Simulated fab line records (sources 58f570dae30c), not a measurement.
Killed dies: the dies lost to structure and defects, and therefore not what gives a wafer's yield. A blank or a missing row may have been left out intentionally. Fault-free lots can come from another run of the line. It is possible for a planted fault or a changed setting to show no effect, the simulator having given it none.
Comparing a struck lot with a sound one	flow berkeleyCmos170	15 out of 331 route steps
Sound: these wafers, L680.1, L680.4, L680.6. Wafers L689.1, L689.5, L689.6 were the ones struck. The cause comes at the end.
Order at every step that has rows: each side's tool, ch and its chambers, its first start. Under that, the readings that differ: sound wafers	struck wafers	difference of the means	sigmas: that difference in standard deviations of wafers without a fault.
alike: a reading whose means differ by less than 2 such deviations, as well as words and numbers matching on both sides. not compared: withheld readings; readings where some wafer has no value; bounds like >300 that might hide an equal value; numbers whose values overlap and for which the record gives no deviation.
A row with sigmas, a row that says differs or no value, or rows on one side alone: a step with any of these is where the two part. When numbers do not overlap yet have no deviation, they are printed without sigmas and do not part them. Lack of a reading on every wafer of one side parts them only where that side has two or more wafers.

UCB170_SILICIDE_THK_MEAS_03: measures by xrf.
  sound on filmMetro-02 at day 6 19:26; struck on filmMetro-02 at day 9 05:40
  alike: SILICIDE_TI_THK
UCB170_SILICIDE_RTA_04: time 15 s.
  sound on rtpAnneal-01 ch 0, day 6 19:30; struck on rtpAnneal-01 ch 0, day 9 05:43
  alike: lampPowerPct, wafer_temp_C_max
then, 3 steps without rows for these wafers: UCB170_SILICIDE_WET_ETCH_05 (etches Ti in SPM, time 45 s); UCB170_CONTACT_CLEAN_00 (cleans in SPM, time 600 s); UCB170_CONTACT_CVD_01 (deposits PSG from SiH4/O2/PH3, target thk 700 nm, time 2820 s).
UCB170_CONTACT_THK_MEAS_02:
  sound on filmMetro-04 at day 6 21:33; struck on filmMetro-02 at day 9 08:25
  alike: CONTACT_PSG_THK
then, 3 steps without rows for these wafers: UCB170_CONTACT_HMDS_03 (prime time 60 s); UCB170_CONTACT_COAT_04 (resist thk 900 nm); UCB170_CONTACT_SOFTBAKE_05 (time 60 s).
UCB170_CONTACT_STRIP_06: strips in O2.
  sound on plasmaAsher-03 ch 0, day 6 22:04; struck on plasmaAsher-04 ch 0,1, day 9 08:56
  alike: drypumpMotorCurrentA, oesProductAu, stripTimeToEndpointS
  not compared: rfHoursCounterH
then, 1 step without rows for these wafers: UCB170_CONTACT_CLEAN_07 (cleans in SPM, time 600 s).
UCB170_CONTACT_RTA_08: time 10 s.
  sound on rtpAnneal-01 ch 0, day 6 22:23; struck on rtpAnneal-02 ch 0, day 9 10:37
reading	sound	struck	difference	sigmas
lampPowerPct (%)	23.5 23.6 23.5	25.4 25.4 25.4	+1.9	+2
  alike: wafer_temp_C_max
UCB170_CONTACT_COAT_09:
  sound on lithoTrack-01 ch 0, day 6 22:28; struck on lithoTrack-01 ch 0, day 9 10:52
reading	sound	struck	difference	sigmas
spinSpeedRpm (rpm)	3002.2 2996.1 3000.7	2042.0 2039.0 2041.5	-958.8	-99 or more
then, 1 step without rows for these wafers: UCB170_CONTACT_COAT_10 (resist thk 900 nm).
UCB170_M3_PROBE_99:
  record: rows for the struck wafers here (prober-01, day 10 09:58), none for the sound ones

## WHERE THEY PART
Last at UCB170_M3_PROBE_99 as far as this record goes, first at UCB170_CONTACT_RTA_08.

WHY: the cause the simulator had injected
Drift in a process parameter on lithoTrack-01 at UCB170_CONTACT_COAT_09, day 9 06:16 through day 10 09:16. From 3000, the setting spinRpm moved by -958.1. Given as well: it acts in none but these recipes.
